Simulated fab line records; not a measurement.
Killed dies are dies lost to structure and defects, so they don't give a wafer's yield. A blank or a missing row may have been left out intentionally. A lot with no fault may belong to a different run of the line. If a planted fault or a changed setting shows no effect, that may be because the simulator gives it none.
fab line records | flow rit_cmos
[record] lots = 5 wafers = 23
route steps=202 shown GATE@89 REOX@101 PLDD@115 SPACER@125 NSD@139
start_h: hours from the record's opening day to when the first of the lot's shown wafers began | wait_h: hours since the lot's step before | " the same as in the row above | L1.1+2: several wafers, shown together as one row | - no value, or no start was given | * or withheld: withheld | < > ~ a bound
route shown NAME@n: a module of which the file shows steps, and the number in the route of the first | usual: mean and standard deviation over wafers with no fault | same: alike in all rows | chamber/n: place in a boat | sites: per-site readings | _std_site: their standard deviation | _edge_site: inner sites' mean taken away from outer sites' mean | radius_mm: how far each site lies from the wafer's centre | mask NAME#n: copy n | behind: the tool/chamber that last shaped the wafer | hold: what put the lot on hold/how long, in hours/how the hold closed | device: names the non-switching transistor (n, p or np) | end of line: tests of these same wafers at the route's end | where a step has no rows: the recipe by itself | killed: dies that structure and defects cost at the first sort, which is not the same as the wafer's yield | map: dies across one wafer; x = killed, . = not, _ = none there
set.NAME: the run value of the setting; set.NAME@STEP: its run value at that earlier step | model.NAME: the simulator's own value behind a step, which no gauge read
lots where settings were altered on purpose, with a table for each step and a row for each wafer
[[steps]]
[step RIT_GATE_EXPOSE_13]
[recipe] mask_id = M6 na = 0.6 source_shape = conventional sigma_outer = 0.6 target_cd_nm = 150 dose_mj = 380
// columns lot.wafer tool chamber start_h wait_h mask set.dose_mj
L074.1+2 iline_stepper-02 0 36.12 0.2 M6#0 371.7
L074.3+5+6 " 0 " " M6#0 380
L079.1+3+6 iline_stepper-02 0 61.91 0.2 M6#0 380
L079.2+5 " 0 " " M6#0 367.6
L080.1+2+5 iline_stepper-01 0 70.58 0.2 M6#0 391.3
L080.3+4 " 0 " " M6#0 380
L084.1+2+3 iline_stepper-01 0 89.02 0.2 M6#0 380
L085.1+5 iline_stepper-01 0 97.18 0.1 M6#0 353.8
L085.2+4+6 " 0 " " M6#0 380
[step RIT_GATE_PEB_14]
[recipe] resist = NOVOLAK temp_c = withheld time_s = withheld
[step RIT_GATE_DEVELOP_15]
[recipe] resist = NOVOLAK develop_time_s = 50 dev_temp_c = 23
[step RIT_GATE_CD_MEAS_16]
[recipe] target_cd_nm = 150
[usual] cd_nm = 151.0/2.2
// columns lot.wafer tool chamber start_h wait_h set.dose_mj@GATE_EXPOSE_13 cd_nm
L074.1 cd_sem-01 - 36.52 - 371.7 165.8
L074.2 " - " " 371.7 166.4
L074.3 " - " " 380 156.0
L074.5 " - " " 380 155.1
L074.6 " - " " 380 157.0
L079.1 cd_sem-01 - 62.31 - 380 149.5
L079.2 " - " " 367.6 165.9
L079.3 " - " " 380 145.7
L079.5 " - " " 367.6 164.5
L079.6 " - " " 380 146.8
L080.1 cd_sem-01 - 71.05 - 391.3 135.0
L080.2 " - " " 391.3 137.3
L080.3 " - " " 380 151.8
L080.4 " - " " 380 150.3
L080.5 " - " " 391.3 137.3
L084.1 cd_sem-01 - 89.42 - 380 151.0
L084.2 " - " " 380 150.7
L084.3 " - " " 380 148.6
L085.1 cd_sem-02 - 97.71 - 353.8 184.9
L085.2 " - " " 380 149.9
L085.4 " - " " 380 150.8
L085.5 " - " " 353.8 187.1
L085.6 " - " " 380 151.6
[step RIT_GATE_HARDBAKE_18]
[recipe] resist = NOVOLAK temp_c = 140 time_s = 60
[step RIT_GATE_ETCH_19]
[recipe] chemistry = SF6/CHF3/O2 time_s = 165 SF6_flow_sccm = 30 CHF3_flow_sccm = 30 O2_flow_sccm = 5 target = poly-Si pressure_mtorr = 40 rf_w = 160 target_depth_a = 3125 over_etch_frac = 0.25 stop_on = SiO2
[usual] oes_product_au = 0.857/0.014
// columns lot.wafer tool chamber start_h wait_h set.temp_c@GATE_CVD_08 set.dose_mj@GATE_EXPOSE_13 oes_product_au model.GATE.feature_depth_nm model.etch.depth_nm model.GATE.cd_nm
L074.1 rie_si-02 2 36.83 0.1 597.3 371.7 0.690 182.2 - -
L074.2 " 1 " " 597.3 371.7 0.708 185.9 185.9 166.2
L074.3 " 3 " " 597.3 380 0.696 183.9 - 155.9
L074.5 " 3 " " 597.3 380 0.696 181.6 181.6 155.1
L074.6 " 0 " " 597.3 380 0.683 183.3 183.3 157
L079.1 rie_si-01 1 62.62 0.1 610 380 0.844 245.5 245.5 149.5
L079.2 " 2 " " 610 367.6 0.835 244.8 244.8 165.9
L079.3 " 0 " " 610 380 0.860 245.4 245.4 145.6
L079.5 " 3 " " 610 367.6 0.836 246.4 246.4 164.8
L079.6 " 2 " " 610 380 0.827 245.4 245.4 147
L080.1 rie_si-02 3 71.54 0.1 603 391.3 0.765 212.3 212.3 134.8
L080.2 " 0 " " 603 391.3 0.746 212 212 137
L080.3 " 2 " " 603 380 0.771 211.2 211.2 151.8
L080.4 " 1 " " 603 380 0.777 212 212 150.7
L080.5 " 2 " " 603 391.3 0.771 213.8 213.8 137.1
L084.1 rie_si-02 2 89.80 0.1 610 380 0.872 258.1 258.1 150.8
L084.2 " 1 " " 610 380 0.881 256.7 256.7 150.5
L084.3 " 3 " " 610 380 0.869 255.4 255.4 149
L085.1 rie_si-01 1 98.04 0.1 594.2 353.8 0.672 173.1 173.1 185.1
L085.2 " 0 " " 594.2 380 0.676 172.9 172.9 149.9
L085.4 " 2 " " 594.2 380 0.652 172 172 150.9
L085.5 " 3 " " 594.2 353.8 0.657 171.9 - 187.1
L085.6 " 0 " " 594.2 380 0.675 173.5 - 151.2
[step RIT_GATE_STRIP_20]
[recipe] chemistry = O2 time_s = 180 resist = NOVOLAK platen_temp_c = withheld power_w = 500 pressure_mtorr = 4000 o2_flow_sccm = 4000
[step RIT_GATE_CD_MEAS_90]
[recipe] target_cd_nm = 150
[usual] cd_nm = 151.0/2.1
// columns lot.wafer tool chamber start_h wait_h set.dose_mj@GATE_EXPOSE_13 cd_nm
L074.1 cd_sem-01 - 37.11 0.1 371.7 165.9
L074.2 " - " " 371.7 166.4
L074.3 " - " " 380 155.8
L074.5 " - " " 380 154.6
L074.6 " - " " 380 157.3
L079.1 cd_sem-01 - 62.90 0.1 380 149.8
L079.2 " - " " 367.6 165.7
L079.3 " - " " 380 145.2
L079.5 " - " " 367.6 164.8
L079.6 " - " " 380 146.9
L080.1 cd_sem-02 - 71.83 0.1 391.3 134.9
L080.2 " - " " 391.3 136.8
L080.3 " - " " 380 151.5
L080.4 " - " " 380 150.3
L080.5 " - " " 391.3 137.3
L084.1 cd_sem-01 - 90.09 0.1 380 151.2
L084.2 " - " " 380 150.6
L084.3 " - " " 380 148.7
L085.1 cd_sem-01 - 98.33 0.1 353.8 184.9
L085.2 " - " " 380 149.6
L085.4 " - " " 380 150.8
L085.5 " - " " 353.8 187.3
L085.6 " - " " 380 151.0
[step RIT_REOX_OXIDATION_03]
[recipe] temp_c = 900 ambient = O2 target_thk_a = 252 ox_time_s = 5580
// columns lot.wafer tool chamber start_h wait_h set.temp_c set.temp_c@GATE_CVD_08 model.poly-Si_of_GATE_CVD_08.thk_nm model.SiO2_of_REOX_OXIDATION_03.thk_nm
L074.1 - - - 0.0 900 597.3 165.1 25.6
L074.2 " - " " 900 597.3 168.8 25.25
L074.3 " - " " 900 597.3 166.7 25.58
L074.5 " - " " 900 597.3 164.5 25.61
L074.6 " - " " 900 597.3 166.2 26.14
L079.1 - - - 0.0 900 610 227.9 25.45
L079.2 " - " " 900 610 227.3 25.43
L079.3 " - " " 900 610 227.8 25.5
L079.5 " - " " 900 610 228.9 25.37
L079.6 " - " " 900 610 227.8 25.89
L080.1 - - - 0.0 900 603 195.6 25.55
L080.2 " - " " 900 603 195.3 25.69
L080.3 " - " " 900 603 194.5 25.42
L080.4 " - " " 900 603 195.3 25.67
L080.5 " - " " 900 603 197.1 25.53
L084.1 furnace-04 0 93.13 2.6 900 610 241 25
L084.2 " 0 " " 900 610 239.5 26
L084.3 " 0 " " 900 610 238.3 25.25
L085.1 - - - 0.0 918.4 594.2 152.7 29.45
L085.2 " - " " 918.4 594.2 152.5 29.44
L085.4 " - " " 918.4 594.2 151.7 30.13
L085.5 " - " " 918.4 594.2 151.5 29.66
L085.6 " - " " 918.4 594.2 153.1 29.46
[step RIT_REOX_THK_MEAS_04]
[recipe] reads = SiO2_of_REOX_OXIDATION_03
[usual] REOX_OXIDE_THK = 25.2/0.45
// columns lot.wafer tool chamber start_h wait_h set.temp_c@REOX_OXIDATION_03 REOX_OXIDE_THK[nm]
L074.1 film_metro-04 - - - 900 25.5
L074.2 " - " " 900 25.3
L074.3 " - " " 900 25.6
L074.5 " - " " 900 25.6
L074.6 " - " " 900 26.2
L079.1 film_metro-04 - - - 900 25.5
L079.2 " - " " 900 25.4
L079.3 " - " " 900 25.5
L079.5 " - " " 900 25.4
L079.6 " - " " 900 25.9
L080.1 film_metro-04 - - - 900 25.5
L080.2 " - " " 900 25.7
L080.3 " - " " 900 25.4
L080.4 " - " " 900 25.7
L080.5 " - " " 900 25.5
L084.1 film_metro-02 - 95.68 0.0 900 25.1
L084.2 " - " " 900 26.0
L084.3 " - " " 900 25.2
L085.1 film_metro-02 - - - 918.4 29.4
L085.2 " - " " 918.4 29.5
L085.4 " - " " 918.4 30.1
L085.5 " - " " 918.4 29.7
L085.6 " - " " 918.4 29.4
[step RIT_PLDD_COAT_01]
[recipe] resist = NOVOLAK spin_rpm = 3250 resist_thk_nm = 1000
// columns lot.wafer tool chamber start_h wait_h set.spin_rpm model.NOVOLAK_of_PLDD_COAT_01.thk_nm
L074.1+2 litho_track-02 0 41.78 0.1 3250 1009
L074.3 " 0 " " 3409 984.5
L074.5 " 0 " " 3409 982.8
L074.6 " 0 " " 3250 1004
L079.1+6 litho_track-02 0 67.58 0.1 3250 1006
L079.2 " 0 " " 3250 1008
L079.3 " 0 " " 3343 989.5
L079.5 " 0 " " 3343 989.4
L080.1+3+5 litho_track-03 0 76.65 0.1 3250 1001
L080.2 " 0 " " 3250 1000
L080.4 " 0 " " 3250 998.9
L084.1 litho_track-04 0 97.35 0.1 3250 999.8
L084.2 " 0 " " 3250 1000
L084.3 " 0 " " 3250 1002
L085.1 litho_track-04 0 103.18 0.1 3323 995.2
L085.2 " 0 " " 3250 1005
L085.4 " 0 " " 3250 1003
L085.5 " 0 " " 3323 991.3
L085.6 " 0 " " 3323 995
[step RIT_PLDD_SOFTBAKE_02]
[recipe] resist = NOVOLAK temp_c = 90 time_s = 60
[step RIT_PLDD_EXPOSE_03]
[recipe] mask_id = M8 na = 0.57 target_cd_nm = 40900 dose_mj = 250
[step RIT_PLDD_DEVELOP_05]
[recipe] resist = NOVOLAK develop_time_s = 50 dev_temp_c = 23
[step RIT_PLDD_HARDBAKE_07]
[recipe] resist = NOVOLAK temp_c = 140 time_s = 60
// columns lot.wafer tool chamber start_h wait_h set.spin_rpm@PLDD_COAT_01 model.NOVOLAK_of_PLDD_COAT_01.thk_nm
L074.1 litho_track-03 0 42.64 0.0 3250 891.4
L074.2 " 0 " " 3250 891.9
L074.3 " 0 " " 3409 870.2
L074.5 " 0 " " 3409 868.8
L074.6 " 0 " " 3250 886.9
L079.1 litho_track-04 0 68.45 0.0 3250 888.8
L079.2 " 0 " " 3250 891
L079.3 " 0 " " 3343 874.5
L079.5 " 0 " " 3343 874.4
L079.6 " 0 " " 3250 889.1
L080.1 litho_track-02 0 77.39 0.0 3250 884.5
L080.2 " 0 " " 3250 883.8
L080.3 " 0 " " 3250 885
L080.4 " 0 " " 3250 882.9
L080.5 " 0 " " 3250 884.3
L084.1 litho_track-03 0 98.21 0.0 3250 883.6
L084.2 " 0 " " 3250 884
L084.3 " 0 " " 3250 885.2
L085.1 litho_track-03 0 104.04 0.0 3323 879.5
L085.2 " 0 " " 3250 887.8
L085.4 " 0 " " 3250 886.2
L085.5 " 0 " " 3323 876.1
L085.6 " 0 " " 3323 879.4
[step RIT_PLDD_IMPLANT_08]
[recipe] species = BF2 energy_kev = 20 dose_cm2 = 9e+14 tilt_deg = 7
// columns lot.wafer tool chamber start_h wait_h set.dose_cm2
L074.1+3+5 implanter-01 0 42.79 0.1 9e+14
L074.2+6 " 0 " " 8.333e+14
L079.1+5 implanter-01 0 68.60 0.1 9e+14
L079.2+3+6 " 0 " " 8.661e+14
L080.1+2+3+4+5 implanter-01 0 77.54 0.1 9e+14
L084.1+2+3 implanter-02 0 98.36 0.1 9e+14
L085.1+2+4+5+6 implanter-02 0 104.19 0.1 9e+14
[step RIT_PLDD_STRIP_09]
[recipe] chemistry = O2 time_s = 180 resist = NOVOLAK platen_temp_c = withheld power_w = 500 pressure_mtorr = 4000 o2_flow_sccm = 4000
[step RIT_PLDD_TW_MEAS_10]
[usual] PLDD_TW = 2346/10
// columns lot.wafer tool chamber start_h wait_h set.dose_cm2@PLDD_IMPLANT_08 PLDD_TW
L074.1 film_metro-01 - 43.11 0.1 9e+14 2331
L074.2 " - " " 8.333e+14 2292
L074.3 " - " " 9e+14 2338
L074.5 " - " " 9e+14 2330
L074.6 " - " " 8.333e+14 2280
L079.1 film_metro-01 - 68.92 0.1 9e+14 2356
L079.2 " - " " 8.661e+14 2319
L079.3 " - " " 8.661e+14 2322
L079.5 " - " " 9e+14 2335
L079.6 " - " " 8.661e+14 2313
L080.1 film_metro-03 - 77.87 0.1 9e+14 2351
L080.2 " - " " 9e+14 2348
L080.3 " - " " 9e+14 2358
L080.4 " - " " 9e+14 2347
L080.5 " - " " 9e+14 2363
L084.1 film_metro-01 - 98.68 0.1 9e+14 2341
L084.2 " - " " 9e+14 2353
L084.3 " - " " 9e+14 2341
L085.1 film_metro-01 - 104.52 0.1 9e+14 2350
L085.2 " - " " 9e+14 2348
L085.4 " - " " 9e+14 2348
L085.5 " - " " 9e+14 2363
L085.6 " - " " 9e+14 2334
[step RIT_SPACER_CLEAN_00]
[recipe] chemistry = SC1 mix = 3:3:50 time_s = 600 temp_c = 75
// columns lot.wafer tool chamber start_h wait_h set.temp_c@REOX_OXIDATION_03 model.SiO2_of_REOX_OXIDATION_03.thk_nm
L074.1 wet_bench-01 0 43.17 0.1 900 23.63
L074.2 " 0 " " 900 23.31
L074.3 " 0 " " 900 23.62
L074.5 " 0 " " 900 23.64
L074.6 " 0 " " 900 24.12
L079.1 wet_bench-02 3 68.98 0.1 900 23.49
L079.2 " 3 " " 900 23.48
L079.3 " 3 " " 900 23.53
L079.5 " 3 " " 900 23.41
L079.6 " 3 " " 900 23.88
L080.1 wet_bench-02 3 77.93 0.1 900 23.59
L080.2 " 3 " " 900 23.73
L080.3 " 3 " " 900 23.47
L080.4 " 3 " " 900 23.7
L080.5 " 3 " " 900 23.57
L084.1 wet_bench-02 2 98.78 0.1 900 23.06
L084.2 " 2 " " 900 23.98
L084.3 " 2 " " 900 23.28
L085.1 wet_bench-02 3 104.58 0.1 918.4 27.16
L085.2+6 " 3 " " 918.4 27.17
L085.4 " 3 " " 918.4 27.79
L085.5 " 3 " " 918.4 27.35
[step RIT_SPACER_CVD_03]
[recipe] material = Si3N4 target_thk_nm = 250 temp_c = 810 precursor = SiH2Cl2/NH3 time_s = 3300 pressure_mtorr = 300 sih2cl2_flow_sccm = 60 nh3_flow_sccm = 150
// columns lot.wafer tool chamber start_h wait_h set.time_s model.Si3N4_of_SPACER_CVD_03.thk_nm
L074.1 - - - 1.6 3011 235.2
L074.2 " - " " 3011 235.1
L074.3 " - " " 3011 237.2
L074.5 " - " " 3011 233.2
L074.6 " - " " 3011 235.6
L079.1 - - - 1.1 3300 255.3
L079.2 " - " " 3300 253.8
L079.3 " - " " 3300 254.4
L079.5 " - " " 3300 254
L079.6 " - " " 3300 253.3
L080.1 - - - 0.0 3070 237.6
L080.2 " - " " 3070 236.4
L080.3 " - " " 3070 239.3
L080.4 " - " " 3070 237.1
L080.5 " - " " 3070 236.6
L084.1 lpcvd-02 1 99.15 0.0 3300 250.2
L084.2 " 1 " " 3300 250.7
L084.3 " 1 " " 3300 251.2
L085.1 - - - 0.0 3300 247.9
L085.2 " - " " 3300 247.1
L085.4 " - " " 3300 248.7
L085.5 " - " " 3300 244.2
L085.6 " - " " 3300 246.6
[step RIT_SPACER_ETCHBACK_05]
[recipe] target_depth_a = 2500 SF6_flow_sccm = 30 CHF3_flow_sccm = 30 target = Si3N4 chemistry = SF6/CHF3 pressure_mtorr = 40 rf_w = 250 time_s = 240 stop_on = SiO2
// columns lot.wafer tool chamber start_h wait_h set.time_s@SPACER_CVD_03 model.etch.depth_nm
L074.1+3 rie_diel-02 3,1 47.12 0.1 3011 -
L074.2 " 2 " " 3011 235.1
L074.5 " 2 " " 3011 233.2
L074.6 " 1 " " 3011 235.6
L079.1 rie_diel-04 2 72.44 0.1 3300 255.3
L079.2 " 3 " " 3300 253.8
L079.3 " 0 " " 3300 254.4
L079.5 " 3 " " 3300 254
L079.6 " 2 " " 3300 253.3
L080.1 rie_diel-04 0 80.30 0.1 3070 237.6
L080.2 " 3 " " 3070 236.4
L080.3 " 1 " " 3070 239.3
L080.4 " 3 " " 3070 237.1
L080.5 " 1 " " 3070 236.6
L084.1 rie_diel-01 0 101.13 0.1 3300 250.2
L084.2 " 1 " " 3300 250.7
L084.3 " 2 " " 3300 251.2
L085.1 rie_diel-01 3 106.92 0.1 3300 247.9
L085.2 " 1 " " 3300 247.1
L085.4 " 0 " " 3300 248.7
L085.5+6 " 3,2 " " 3300 -
[step RIT_NSD_IMPLANT_08]
[recipe] species = P energy_kev = 25 dose_cm2 = 1e+15 tilt_deg = 7
// columns lot.wafer tool chamber start_h wait_h set.dose_cm2
L074.1+6 implanter-04 0 48.31 0.1 1e+15
L074.2+3+5 " 0 " " 9.812e+14
L079.1+6 implanter-04 0 73.62 0.1 1e+15
L079.2+3+5 " 0 " " 1.054e+15
L080.1+3+4 implanter-03 0 81.49 0.1 1e+15
L080.2+5 " 0 " " 1.046e+15
L084.1+2+3 implanter-02 0 102.35 0.1 1e+15
L085.1+6 implanter-02 0 108.38 0.1 1e+15
L085.2+4+5 " 0 " " 1.035e+15
[step RIT_NSD_STRIP_09]
[recipe] chemistry = O2 time_s = 180 resist = NOVOLAK platen_temp_c = withheld power_w = 500 pressure_mtorr = 4000 o2_flow_sccm = 4000
[step RIT_NSD_TW_MEAS_10]
[usual] NSD_TW = 3123/15
// columns lot.wafer tool chamber start_h wait_h set.dose_cm2@NSD_IMPLANT_08 NSD_TW
L074.1 film_metro-02 - 48.63 0.1 1e+15 3138
L074.2 " - " " 9.812e+14 3125
L074.3 " - " " 9.812e+14 3112
L074.5 " - " " 9.812e+14 3101
L074.6 " - " " 1e+15 3140
L079.1 film_metro-01 - 73.95 0.1 1e+15 3124
L079.2 " - " " 1.054e+15 3164
L079.3 " - " " 1.054e+15 3168
L079.5 " - " " 1.054e+15 3159
L079.6 " - " " 1e+15 3112
L080.1 film_metro-01 - 81.81 0.1 1e+15 3112
L080.2 " - " " 1.046e+15 3160
L080.3 " - " " 1e+15 3124
L080.4 " - " " 1e+15 3133
L080.5 " - " " 1.046e+15 3138
L084.1 film_metro-02 - 102.68 0.1 1e+15 3165
L084.2 " - " " 1e+15 3159
L084.3 " - " " 1e+15 3149
L085.1 film_metro-03 - 108.70 0.1 1e+15 3105
L085.2 " - " " 1.035e+15 3139
L085.4 " - " " 1.035e+15 3133
L085.5 " - " " 1.035e+15 3138
L085.6 " - " " 1e+15 3107
[[key]]
[split] step = RIT_GATE_EXPOSE_13 setting = dose_mj stated = 380 by = wafer
[response] step = RIT_GATE_CD_MEAS_16 reading = cd_nm change = -5.11 per = 1% r = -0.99
[response] step = RIT_GATE_ETCH_19 reading = model.GATE.cd_nm change = -5.16 per = 1% r = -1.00
[response] step = RIT_GATE_CD_MEAS_90 reading = cd_nm change = -5.16 per = 1% r = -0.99
[split] step = RIT_REOX_OXIDATION_03 setting = temp_c stated = 900 by = lot
[response] step = RIT_REOX_OXIDATION_03 reading = model.SiO2_of_REOX_OXIDATION_03.thk_nm change = +1.99 per = 1% r = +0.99
[response] step = RIT_REOX_THK_MEAS_04 reading = REOX_OXIDE_THK change = +1.99 per = 1% r = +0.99
[response] step = RIT_SPACER_CLEAN_00 reading = model.SiO2_of_REOX_OXIDATION_03.thk_nm change = +1.83 per = 1% r = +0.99
[split] step = RIT_PLDD_COAT_01 setting = spin_rpm stated = 3250 by = wafer
[response] step = RIT_PLDD_COAT_01 reading = model.NOVOLAK_of_PLDD_COAT_01.thk_nm change = -5.03 per = 1% r = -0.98
[response] step = RIT_PLDD_HARDBAKE_07 reading = model.NOVOLAK_of_PLDD_COAT_01.thk_nm change = -4.4 per = 1% r = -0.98
[split] step = RIT_PLDD_IMPLANT_08 setting = dose_cm2 stated = 9e+14 by = wafer
[response] step = RIT_PLDD_TW_MEAS_10 reading = PLDD_TW change = +6.52 per = 1% r = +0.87
[split] step = RIT_SPACER_CVD_03 setting = time_s stated = 3300 by = lot
[response] step = RIT_SPACER_CVD_03 reading = model.Si3N4_of_SPACER_CVD_03.thk_nm change = +1.79 per = 1% r = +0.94
[response] step = RIT_SPACER_ETCHBACK_05 reading = model.etch.depth_nm change = +1.97 per = 1% r = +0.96
[split] step = RIT_NSD_IMPLANT_08 setting = dose_cm2 stated = 1e+15 by = wafer
[response] step = RIT_NSD_TW_MEAS_10 reading = NSD_TW change = +7.9 per = 1% r = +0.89
split outside_this_file step=RIT_GATE_CVD_08 setting=temp_c
// split outside_this_file: this setting was split too, and the file shows its column; the key of that split is in another file
